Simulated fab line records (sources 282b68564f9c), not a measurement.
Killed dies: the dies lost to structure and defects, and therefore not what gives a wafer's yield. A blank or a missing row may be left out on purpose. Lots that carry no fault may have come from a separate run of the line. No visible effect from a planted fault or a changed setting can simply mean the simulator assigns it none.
fab line records :: flow ritCmos
record:
  lots: 14
  wafers: 42
  lastDay: 7
route steps=202 shown PWELL@47 M1@202
lots untouched by any fault: they come from a run of this same line in which no faults occurred
startH: the number of hours between the record's first day and the start of the first shown wafer of the lot :: waitH: hours elapsed since this lot's preceding step :: " repeats the value in the row above :: L1.1+2: one row covering several wafers at once :: - value missing, or start not given :: * or withheld: withheld :: < > ~ a bound
route shown NAME@n: a module of which the file shows steps, and the number in the route of the first :: usual: mean/standard deviation taken from wafers without a fault :: same: alike in all rows :: chamber/n: place in a boat :: sites: each site's reading :: _std_site: the standard deviation of these :: _edge_site: inner sites' mean taken away from outer sites' mean :: radiusMm: for every site, how far away it sits from the centre of the wafer :: mask NAME#n: copy n :: behind: the last tool/chamber to shape the wafer :: hold: what put the lot on hold/how long, in hours/how the hold closed :: device: the transistor (n, p or np) that didn't switch :: end of line: tests of these same wafers at the route's end :: for a step that has no rows: nothing shown but its recipe :: killed: dies lost to structure and defects at the first sort, not the wafer's yield :: map: shows each die of a wafer: x if killed, . if not, _ if none is there
set.NAME: the run value of the setting; set.NAME@STEP: its run value at that earlier step :: model.NAME: the simulator's own value behind a step, which no gauge read
the route's steps for a sample of lots (tables are steps, rows are wafers)
services: when a tool's chamber went out of use (startH, in hours from the record's first day, below 0 if earlier), for how many hours, and the reason
== steps ==
step: RIT_PWELL_IMPLANT_08
recipe:
  species: B
  energyKev: 170
  doseCm2: 7e+13
  tiltDeg: 7
usual:
  beamOnS: 10.00/0.22
  faradayCurrentUA: 222/4.9
lot.wafer: L775.2
tool: implanter-04
chamber: 0
startH: 22.60
waitH: 0.2
beamOnS: 10.01
faradayCurrentUA: 220

lot.wafer: L775.3
tool: implanter-04
chamber: 0
startH: 22.60
waitH: 0.2
beamOnS: 10.14
faradayCurrentUA: 219

lot.wafer: L775.5
tool: implanter-04
chamber: 0
startH: 22.60
waitH: 0.2
beamOnS: 10.10
faradayCurrentUA: 220

lot.wafer: L776.4
tool: implanter-04
chamber: 0
startH: 27.79
waitH: 0.2
beamOnS: 9.88
faradayCurrentUA: 225

lot.wafer: L776.5
tool: implanter-04
chamber: 0
startH: 27.79
waitH: 0.2
beamOnS: 10.19
faradayCurrentUA: 219

lot.wafer: L776.6
tool: implanter-04
chamber: 0
startH: 27.79
waitH: 0.2
beamOnS: 10.23
faradayCurrentUA: 216

lot.wafer: L777.1
tool: implanter-03
chamber: 0
startH: 33.12
waitH: 0.2
beamOnS: 9.93
faradayCurrentUA: 222

lot.wafer: L777.3
tool: implanter-03
chamber: 0
startH: 33.12
waitH: 0.2
beamOnS: 9.96
faradayCurrentUA: 223

lot.wafer: L777.5
tool: implanter-03
chamber: 0
startH: 33.12
waitH: 0.2
beamOnS: 10.01
faradayCurrentUA: 222

lot.wafer: L778.2
tool: implanter-01
chamber: 0
startH: 38.51
waitH: 0.2
beamOnS: 9.67
faradayCurrentUA: 229

lot.wafer: L778.3
tool: implanter-01
chamber: 0
startH: 38.51
waitH: 0.2
beamOnS: 9.97
faradayCurrentUA: 221

lot.wafer: L778.5
tool: implanter-01
chamber: 0
startH: 38.51
waitH: 0.2
beamOnS: 10.36
faradayCurrentUA: 214

lot.wafer: L780.2
tool: implanter-03
chamber: 0
startH: 47.53
waitH: 0.2
beamOnS: 10.01
faradayCurrentUA: 222

lot.wafer: L780.3
tool: implanter-03
chamber: 0
startH: 47.53
waitH: 0.2
beamOnS: 9.77
faradayCurrentUA: 227

lot.wafer: L780.4
tool: implanter-03
chamber: 0
startH: 47.53
waitH: 0.2
beamOnS: 9.85
faradayCurrentUA: 226

lot.wafer: L781.2
tool: implanter-04
chamber: 0
startH: 52.24
waitH: 0.2
beamOnS: 10.57
faradayCurrentUA: 210

lot.wafer: L781.3
tool: implanter-04
chamber: 0
startH: 52.24
waitH: 0.2
beamOnS: 10.27
faradayCurrentUA: 216

lot.wafer: L781.4
tool: implanter-04
chamber: 0
startH: 52.24
waitH: 0.2
beamOnS: 10.03
faradayCurrentUA: 222

lot.wafer: L782.1
tool: implanter-04
chamber: 0
startH: 57.68
waitH: 0.2
beamOnS: 9.62
faradayCurrentUA: 231

lot.wafer: L782.3
tool: implanter-04
chamber: 0
startH: 57.68
waitH: 0.2
beamOnS: 10.18
faradayCurrentUA: 218

lot.wafer: L782.6
tool: implanter-04
chamber: 0
startH: 57.68
waitH: 0.2
beamOnS: 10.17
faradayCurrentUA: 217

lot.wafer: L788.3
tool: implanter-04
chamber: 0
startH: 87.72
waitH: 0.2
beamOnS: 8.90
faradayCurrentUA: 249

lot.wafer: L788.5
tool: implanter-04
chamber: 0
startH: 87.72
waitH: 0.2
beamOnS: 8.81
faradayCurrentUA: 253

lot.wafer: L788.6
tool: implanter-04
chamber: 0
startH: 87.72
waitH: 0.2
beamOnS: 8.90
faradayCurrentUA: 249

lot.wafer: L791.2
tool: implanter-04
chamber: 0
startH: 102.89
waitH: 0.2
beamOnS: 8.80
faradayCurrentUA: 251

lot.wafer: L791.5
tool: implanter-04
chamber: 0
startH: 102.89
waitH: 0.2
beamOnS: 8.95
faradayCurrentUA: 248

lot.wafer: L791.6
tool: implanter-04
chamber: 0
startH: 102.89
waitH: 0.2
beamOnS: 8.73
faradayCurrentUA: 254

lot.wafer: L792.1
tool: implanter-01
chamber: 0
startH: 109.20
waitH: 0.2
beamOnS: 9.85
faradayCurrentUA: 224

lot.wafer: L792.3
tool: implanter-01
chamber: 0
startH: 109.20
waitH: 0.2
beamOnS: 10.15
faradayCurrentUA: 219

lot.wafer: L792.6
tool: implanter-01
chamber: 0
startH: 109.20
waitH: 0.2
beamOnS: 10.01
faradayCurrentUA: 221

lot.wafer: L795.1
tool: implanter-03
chamber: 0
startH: 123.31
waitH: 0.2
beamOnS: 9.85
faradayCurrentUA: 226

lot.wafer: L795.3
tool: implanter-03
chamber: 0
startH: 123.31
waitH: 0.2
beamOnS: 9.53
faradayCurrentUA: 232

lot.wafer: L795.4
tool: implanter-03
chamber: 0
startH: 123.31
waitH: 0.2
beamOnS: 10.20
faradayCurrentUA: 216

lot.wafer: L796.3
tool: implanter-01
chamber: 0
startH: 128.09
waitH: 0.2
beamOnS: 9.57
faradayCurrentUA: 232

lot.wafer: L796.4
tool: implanter-01
chamber: 0
startH: 128.09
waitH: 0.2
beamOnS: 9.92
faradayCurrentUA: 224

lot.wafer: L796.5
tool: implanter-01
chamber: 0
startH: 128.09
waitH: 0.2
beamOnS: 10.02
faradayCurrentUA: 222

lot.wafer: L797.3
tool: implanter-03
chamber: 0
startH: 133.34
waitH: 0.2
beamOnS: 10.17
faradayCurrentUA: 217

lot.wafer: L797.4
tool: implanter-03
chamber: 0
startH: 133.34
waitH: 0.2
beamOnS: 9.46
faradayCurrentUA: 234

lot.wafer: L797.6
tool: implanter-03
chamber: 0
startH: 133.34
waitH: 0.2
beamOnS: 10.15
faradayCurrentUA: 218

lot.wafer: L798.1
tool: implanter-01
chamber: 0
startH: 138.78
waitH: 0.2
beamOnS: 10.12
faradayCurrentUA: 220

lot.wafer: L798.2
tool: implanter-01
chamber: 0
startH: 138.78
waitH: 0.2
beamOnS: 9.96
faradayCurrentUA: 223

lot.wafer: L798.6
tool: implanter-01
chamber: 0
startH: 138.78
waitH: 0.2
beamOnS: 9.82
faradayCurrentUA: 225
step: RIT_PWELL_TW_MEAS_10
usual:
  PWELL_TW: 947/7.8
lot.wafer: L775.2
tool: filmMetro-01
chamber: -
startH: 22.91
waitH: 0.1
hold: -
PWELL_TW: 956

lot.wafer: L775.3
tool: filmMetro-01
chamber: -
startH: 22.91
waitH: 0.1
hold: -
PWELL_TW: 955

lot.wafer: L775.5
tool: filmMetro-01
chamber: -
startH: 22.91
waitH: 0.1
hold: -
PWELL_TW: 955

lot.wafer: L776.4
tool: filmMetro-01
chamber: -
startH: 28.07
waitH: 0.1
hold: -
PWELL_TW: 963

lot.wafer: L776.5
tool: filmMetro-01
chamber: -
startH: 28.07
waitH: 0.1
hold: -
PWELL_TW: 959

lot.wafer: L776.6
tool: filmMetro-01
chamber: -
startH: 28.07
waitH: 0.1
hold: -
PWELL_TW: 965

lot.wafer: L777.1
tool: filmMetro-01
chamber: -
startH: 33.44
waitH: 0.1
hold: -
PWELL_TW: 957

lot.wafer: L777.3
tool: filmMetro-01
chamber: -
startH: 33.44
waitH: 0.1
hold: -
PWELL_TW: 949

lot.wafer: L777.5
tool: filmMetro-01
chamber: -
startH: 33.44
waitH: 0.1
hold: -
PWELL_TW: 964

lot.wafer: L778.2
tool: filmMetro-04
chamber: -
startH: 38.82
waitH: 0.1
hold: -
PWELL_TW: 948

lot.wafer: L778.3
tool: filmMetro-04
chamber: -
startH: 38.82
waitH: 0.1
hold: -
PWELL_TW: 948

lot.wafer: L778.5
tool: filmMetro-04
chamber: -
startH: 38.82
waitH: 0.1
hold: -
PWELL_TW: 947

lot.wafer: L780.2
tool: filmMetro-01
chamber: -
startH: 47.84
waitH: 0.1
hold: -
PWELL_TW: 953

lot.wafer: L780.3
tool: filmMetro-01
chamber: -
startH: 47.84
waitH: 0.1
hold: -
PWELL_TW: 957

lot.wafer: L780.4
tool: filmMetro-01
chamber: -
startH: 47.84
waitH: 0.1
hold: -
PWELL_TW: 953

lot.wafer: L781.2
tool: filmMetro-02
chamber: -
startH: 52.55
waitH: 0.1
hold: -
PWELL_TW: 938

lot.wafer: L781.3
tool: filmMetro-02
chamber: -
startH: 52.55
waitH: 0.1
hold: -
PWELL_TW: 942

lot.wafer: L781.4
tool: filmMetro-02
chamber: -
startH: 52.55
waitH: 0.1
hold: -
PWELL_TW: 939

lot.wafer: L782.1
tool: filmMetro-02
chamber: -
startH: 58.01
waitH: 0.1
hold: -
PWELL_TW: 941

lot.wafer: L782.3
tool: filmMetro-02
chamber: -
startH: 58.01
waitH: 0.1
hold: -
PWELL_TW: 942

lot.wafer: L782.6
tool: filmMetro-02
chamber: -
startH: 58.01
waitH: 0.1
hold: -
PWELL_TW: 945

lot.wafer: L788.3
tool: filmMetro-02
chamber: -
startH: 88.02
waitH: 0.1
hold: awaitDispo/0.2h/release
PWELL_TW: 910

lot.wafer: L788.5
tool: filmMetro-02
chamber: -
startH: 88.02
waitH: 0.1
hold: awaitDispo/0.2h/release
PWELL_TW: 904

lot.wafer: L788.6
tool: filmMetro-02
chamber: -
startH: 88.02
waitH: 0.1
hold: awaitDispo/0.2h/release
PWELL_TW: 910

lot.wafer: L788.3
tool: filmMetro-02
chamber: -
startH: 88.24
waitH: 0.2
hold: -
PWELL_TW: 905

lot.wafer: L788.5
tool: filmMetro-02
chamber: -
startH: 88.24
waitH: 0.2
hold: -
PWELL_TW: 908

lot.wafer: L788.6
tool: filmMetro-02
chamber: -
startH: 88.24
waitH: 0.2
hold: -
PWELL_TW: 907

lot.wafer: L791.2
tool: filmMetro-04
chamber: -
startH: 103.20
waitH: 0.1
hold: awaitDispo/0.2h/release
PWELL_TW: 910

lot.wafer: L791.5
tool: filmMetro-04
chamber: -
startH: 103.20
waitH: 0.1
hold: awaitDispo/0.2h/release
PWELL_TW: 905

lot.wafer: L791.6
tool: filmMetro-04
chamber: -
startH: 103.20
waitH: 0.1
hold: awaitDispo/0.2h/release
PWELL_TW: 912

lot.wafer: L791.2
tool: filmMetro-04
chamber: -
startH: 103.42
waitH: 0.2
hold: -
PWELL_TW: 908

lot.wafer: L791.5
tool: filmMetro-04
chamber: -
startH: 103.42
waitH: 0.2
hold: -
PWELL_TW: 915

lot.wafer: L791.6
tool: filmMetro-04
chamber: -
startH: 103.42
waitH: 0.2
hold: -
PWELL_TW: 910

lot.wafer: L792.1
tool: filmMetro-02
chamber: -
startH: 109.53
waitH: 0.1
hold: -
PWELL_TW: 944

lot.wafer: L792.3
tool: filmMetro-02
chamber: -
startH: 109.53
waitH: 0.1
hold: -
PWELL_TW: 942

lot.wafer: L792.6
tool: filmMetro-02
chamber: -
startH: 109.53
waitH: 0.1
hold: -
PWELL_TW: 950

lot.wafer: L795.1
tool: filmMetro-02
chamber: -
startH: 123.63
waitH: 0.1
hold: -
PWELL_TW: 940

lot.wafer: L795.3
tool: filmMetro-02
chamber: -
startH: 123.63
waitH: 0.1
hold: -
PWELL_TW: 946

lot.wafer: L795.4
tool: filmMetro-02
chamber: -
startH: 123.63
waitH: 0.1
hold: -
PWELL_TW: 942

lot.wafer: L796.3
tool: filmMetro-02
chamber: -
startH: 128.38
waitH: 0.1
hold: -
PWELL_TW: 940

lot.wafer: L796.4
tool: filmMetro-02
chamber: -
startH: 128.38
waitH: 0.1
hold: -
PWELL_TW: 941

lot.wafer: L796.5
tool: filmMetro-02
chamber: -
startH: 128.38
waitH: 0.1
hold: -
PWELL_TW: 942

lot.wafer: L797.3
tool: filmMetro-04
chamber: -
startH: 133.64
waitH: 0.1
hold: -
PWELL_TW: 940

lot.wafer: L797.4
tool: filmMetro-04
chamber: -
startH: 133.64
waitH: 0.1
hold: -
PWELL_TW: 942

lot.wafer: L797.6
tool: filmMetro-04
chamber: -
startH: 133.64
waitH: 0.1
hold: -
PWELL_TW: 944

lot.wafer: L798.1
tool: filmMetro-04
chamber: -
startH: 139.10
waitH: 0.1
hold: -
PWELL_TW: 947

lot.wafer: L798.2
tool: filmMetro-04
chamber: -
startH: 139.10
waitH: 0.1
hold: -
PWELL_TW: 949

lot.wafer: L798.6
tool: filmMetro-04
chamber: -
startH: 139.10
waitH: 0.1
hold: -
PWELL_TW: 948
step: RIT_WELLDRIVE_RS_MEAS_02
recipe:
  thkMeasGauge: four-point-probe
usual:
  PWELL_RS: 429.0/1.2
lot.wafer: L775.2
tool: filmMetro-04
chamber: -
startH: 28.18
waitH: 0.1
hold: -
PWELL_RS[ohm/sq]: 428.8

lot.wafer: L775.3
tool: filmMetro-04
chamber: -
startH: 28.18
waitH: 0.1
hold: -
PWELL_RS[ohm/sq]: 429.0

lot.wafer: L775.5
tool: filmMetro-04
chamber: -
startH: 28.18
waitH: 0.1
hold: -
PWELL_RS[ohm/sq]: 428.8

lot.wafer: L776.4
tool: filmMetro-04
chamber: -
startH: 33.36
waitH: 0.1
hold: -
PWELL_RS[ohm/sq]: 427.5

lot.wafer: L776.5
tool: filmMetro-04
chamber: -
startH: 33.36
waitH: 0.1
hold: -
PWELL_RS[ohm/sq]: 430.8

lot.wafer: L776.6
tool: filmMetro-04
chamber: -
startH: 33.36
waitH: 0.1
hold: -
PWELL_RS[ohm/sq]: 429.3

lot.wafer: L777.1
tool: filmMetro-01
chamber: -
startH: 38.71
waitH: 0.1
hold: -
PWELL_RS[ohm/sq]: 428.0

lot.wafer: L777.3
tool: filmMetro-01
chamber: -
startH: 38.71
waitH: 0.1
hold: -
PWELL_RS[ohm/sq]: 429.0

lot.wafer: L777.5
tool: filmMetro-01
chamber: -
startH: 38.71
waitH: 0.1
hold: -
PWELL_RS[ohm/sq]: 428.6

lot.wafer: L778.2
tool: filmMetro-01
chamber: -
startH: 44.09
waitH: 0.1
hold: -
PWELL_RS[ohm/sq]: 430.6

lot.wafer: L778.3
tool: filmMetro-01
chamber: -
startH: 44.09
waitH: 0.1
hold: -
PWELL_RS[ohm/sq]: 430.1

lot.wafer: L778.5
tool: filmMetro-01
chamber: -
startH: 44.09
waitH: 0.1
hold: -
PWELL_RS[ohm/sq]: 429.5

lot.wafer: L780.2
tool: filmMetro-01
chamber: -
startH: 53.12
waitH: 0.1
hold: -
PWELL_RS[ohm/sq]: 427.5

lot.wafer: L780.3
tool: filmMetro-01
chamber: -
startH: 53.12
waitH: 0.1
hold: -
PWELL_RS[ohm/sq]: 429.7

lot.wafer: L780.4
tool: filmMetro-01
chamber: -
startH: 53.12
waitH: 0.1
hold: -
PWELL_RS[ohm/sq]: 429.9

lot.wafer: L781.2
tool: filmMetro-01
chamber: -
startH: 57.82
waitH: 0.1
hold: -
PWELL_RS[ohm/sq]: 430.6

lot.wafer: L781.3
tool: filmMetro-01
chamber: -
startH: 57.82
waitH: 0.1
hold: -
PWELL_RS[ohm/sq]: 430.0

lot.wafer: L781.4
tool: filmMetro-01
chamber: -
startH: 57.82
waitH: 0.1
hold: -
PWELL_RS[ohm/sq]: 430.7

lot.wafer: L782.1
tool: filmMetro-01
chamber: -
startH: 63.27
waitH: 0.1
hold: -
PWELL_RS[ohm/sq]: 429.4

lot.wafer: L782.3
tool: filmMetro-01
chamber: -
startH: 63.27
waitH: 0.1
hold: -
PWELL_RS[ohm/sq]: 429.1

lot.wafer: L782.6
tool: filmMetro-01
chamber: -
startH: 63.27
waitH: 0.1
hold: -
PWELL_RS[ohm/sq]: 429.1

lot.wafer: L788.3
tool: filmMetro-02
chamber: -
startH: 96.70
waitH: 0.1
hold: awaitDispo/0.2h/release
PWELL_RS[ohm/sq]: 458.6

lot.wafer: L788.5
tool: filmMetro-02
chamber: -
startH: 96.70
waitH: 0.1
hold: awaitDispo/0.2h/release
PWELL_RS[ohm/sq]: 458.5

lot.wafer: L788.6
tool: filmMetro-02
chamber: -
startH: 96.70
waitH: 0.1
hold: awaitDispo/0.2h/release
PWELL_RS[ohm/sq]: 457.7

lot.wafer: L788.3
tool: filmMetro-02
chamber: -
startH: 96.99
waitH: 0.3
hold: -
PWELL_RS[ohm/sq]: 457.2

lot.wafer: L788.5
tool: filmMetro-02
chamber: -
startH: 96.99
waitH: 0.3
hold: -
PWELL_RS[ohm/sq]: 458.2

lot.wafer: L788.6
tool: filmMetro-02
chamber: -
startH: 96.99
waitH: 0.3
hold: -
PWELL_RS[ohm/sq]: 456.6

lot.wafer: L791.2
tool: filmMetro-01
chamber: -
startH: 112.09
waitH: 0.1
hold: awaitDispo/0.2h/release
PWELL_RS[ohm/sq]: 461.2

lot.wafer: L791.5
tool: filmMetro-01
chamber: -
startH: 112.09
waitH: 0.1
hold: awaitDispo/0.2h/release
PWELL_RS[ohm/sq]: 461.2

lot.wafer: L791.6
tool: filmMetro-01
chamber: -
startH: 112.09
waitH: 0.1
hold: awaitDispo/0.2h/release
PWELL_RS[ohm/sq]: 460.2

lot.wafer: L791.2
tool: filmMetro-01
chamber: -
startH: 112.46
waitH: 0.3
hold: -
PWELL_RS[ohm/sq]: 460.4

lot.wafer: L791.5
tool: filmMetro-01
chamber: -
startH: 112.46
waitH: 0.3
hold: -
PWELL_RS[ohm/sq]: 461.9

lot.wafer: L791.6
tool: filmMetro-01
chamber: -
startH: 112.46
waitH: 0.3
hold: -
PWELL_RS[ohm/sq]: 459.5

lot.wafer: L792.1
tool: filmMetro-01
chamber: -
startH: 115.01
waitH: 0.1
hold: -
PWELL_RS[ohm/sq]: 428.8

lot.wafer: L792.3
tool: filmMetro-01
chamber: -
startH: 115.01
waitH: 0.1
hold: -
PWELL_RS[ohm/sq]: 428.8

lot.wafer: L792.6
tool: filmMetro-01
chamber: -
startH: 115.01
waitH: 0.1
hold: -
PWELL_RS[ohm/sq]: 429.1

lot.wafer: L795.1
tool: filmMetro-01
chamber: -
startH: 129.28
waitH: 0.1
hold: -
PWELL_RS[ohm/sq]: 429.2

lot.wafer: L795.3
tool: filmMetro-01
chamber: -
startH: 129.28
waitH: 0.1
hold: -
PWELL_RS[ohm/sq]: 430.3

lot.wafer: L795.4
tool: filmMetro-01
chamber: -
startH: 129.28
waitH: 0.1
hold: -
PWELL_RS[ohm/sq]: 430.0

lot.wafer: L796.3
tool: filmMetro-01
chamber: -
startH: 133.67
waitH: 0.1
hold: -
PWELL_RS[ohm/sq]: 429.1

lot.wafer: L796.4
tool: filmMetro-01
chamber: -
startH: 133.67
waitH: 0.1
hold: -
PWELL_RS[ohm/sq]: 428.2

lot.wafer: L796.5
tool: filmMetro-01
chamber: -
startH: 133.67
waitH: 0.1
hold: -
PWELL_RS[ohm/sq]: 428.3

lot.wafer: L797.3
tool: filmMetro-01
chamber: -
startH: 138.92
waitH: 0.1
hold: -
PWELL_RS[ohm/sq]: 431.1

lot.wafer: L797.4
tool: filmMetro-01
chamber: -
startH: 138.92
waitH: 0.1
hold: -
PWELL_RS[ohm/sq]: 429.3

lot.wafer: L797.6
tool: filmMetro-01
chamber: -
startH: 138.92
waitH: 0.1
hold: -
PWELL_RS[ohm/sq]: 429.0

lot.wafer: L798.1
tool: filmMetro-01
chamber: -
startH: 144.37
waitH: 0.1
hold: -
PWELL_RS[ohm/sq]: 426.6

lot.wafer: L798.2
tool: filmMetro-01
chamber: -
startH: 144.37
waitH: 0.1
hold: -
PWELL_RS[ohm/sq]: 428.1

lot.wafer: L798.6
tool: filmMetro-01
chamber: -
startH: 144.37
waitH: 0.1
hold: -
PWELL_RS[ohm/sq]: 429.2
step: RIT_M1_PROBE_99
usual:
  killed_at_M0_to_M3: 0.0/0.16
  killedAtContacts: 0.1/0.3
  killedAtFrontEnd: 7.1/3
  killedDies: 7.3/3
  killedOpen: 3.6/2
  killedShort: 3.5/1.9
same:
  grossDies: 264
  killed_at_M4_up: 0
  killedAtBackSide: 0
  killedAtOther: 0
lot.wafer: L788.3
tool: prober-02
chamber: -
startH: 140.29
waitH: 0.2
killed_at_M0_to_M3: 0
killedAtContacts: 0
killedAtFrontEnd: 5
killedDies: 5
killedOpen: 4
killedShort: 1

lot.wafer: L788.5
tool: prober-02
chamber: -
startH: 140.39
waitH: 0.2
killed_at_M0_to_M3: 0
killedAtContacts: 1
killedAtFrontEnd: 6
killedDies: 7
killedOpen: 2
killedShort: 5

lot.wafer: L788.6
tool: prober-02
chamber: -
startH: 140.44
waitH: 0.2
killed_at_M0_to_M3: 0
killedAtContacts: 0
killedAtFrontEnd: 11
killedDies: 11
killedOpen: 7
killedShort: 4

lot.wafer: L791.2
tool: prober-01
chamber: -
startH: 150.02
waitH: 0.1
killed_at_M0_to_M3: 0
killedAtContacts: 0
killedAtFrontEnd: 1
killedDies: 1
killedOpen: 1
killedShort: 0

lot.wafer: L791.5
tool: prober-01
chamber: -
startH: 150.17
waitH: 0.2
killed_at_M0_to_M3: 0
killedAtContacts: 0
killedAtFrontEnd: 2
killedDies: 2
killedOpen: 1
killedShort: 1

lot.wafer: L791.6
tool: prober-01
chamber: -
startH: 150.22
waitH: 0.2
killed_at_M0_to_M3: 0
killedAtContacts: 0
killedAtFrontEnd: 6
killedDies: 6
killedOpen: 4
killedShort: 2
killed by level:class
L788.3 GATE:geometricParticle:open=2 FOX2:geometricParticle:open=1 GATE:geometricParticle:short=1 SILICIDE:geometricParticle:open=1
L788.5 GATE:geometricParticle:short=2 FOX1:geometricParticle:short=1 CONTACT:geometricParticle:open=1 GATE:geometricParticle:open=1 SPACER:geometricParticle:short=1 SILICIDE:geometricParticle:short=1
L788.6 GATE:geometricParticle:open=5 GATE:geometricParticle:short=3 FOX1:geometricParticle:open=1 FOX2:geometricParticle:short=1 FOX2:geometricParticle:open=1
L791.2 REOX:geometricParticle:open=1
L791.5 GATE:geometricParticle:short=1 REOX:geometricParticle:open=1
L791.6 GATE:geometricParticle:open=2 FOX2:geometricParticle:short=1 REOX:geometricParticle:short=1 SPACER:geometricParticle:open=1 SILICIDE:geometricParticle:open=1
== services ==
tool: implanter-03
chamber: -
startH: 3.44
hours: 1.9
kind: repair
== key ==
firstSign:
  step: RIT_PWELL_IMPLANT_08
  reading: faradayCurrentUA
  direction: up
  sigmas: 5.8
  usual: 222
  struck: 251
effect:
  step: RIT_PWELL_IMPLANT_08
  reading: beamOnS
  direction: down
  sigmas: 5.2
  usual: 10.00
  struck: 8.85
effect:
  step: RIT_PWELL_TW_MEAS_10
  reading: visit
  direction: added
effect:
  step: RIT_WELLDRIVE_RS_MEAS_02
  reading: visit
  direction: added
effect:
  step: RIT_WELLDRIVE_RS_MEAS_02
  reading: PWELL_RS
  direction: up
  sigmas: 26
  usual: 429.0
  struck: 459.6
metAt RIT_PWELL_IMPLANT_08
struckLots L788,L791
testerLeftOut L788,L791
onsetBetween 57.68 87.72
fault:
  kind: processParameterDrift
  tool: implanter-04
  chamber: -
  onsetH: 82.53
  steps: RIT_PWELL_IMPLANT_08
  channel: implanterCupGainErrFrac
  offset: 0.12
  shape: step
  endH: 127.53
testerLeftOut: of these lots the tester's yield and bins aren't shown, on N5 and GAA mostly nor the transistor test; their killed dies are dies lost to structure and defects alone, not to doping, threshold or leakage, so they don't give the yield
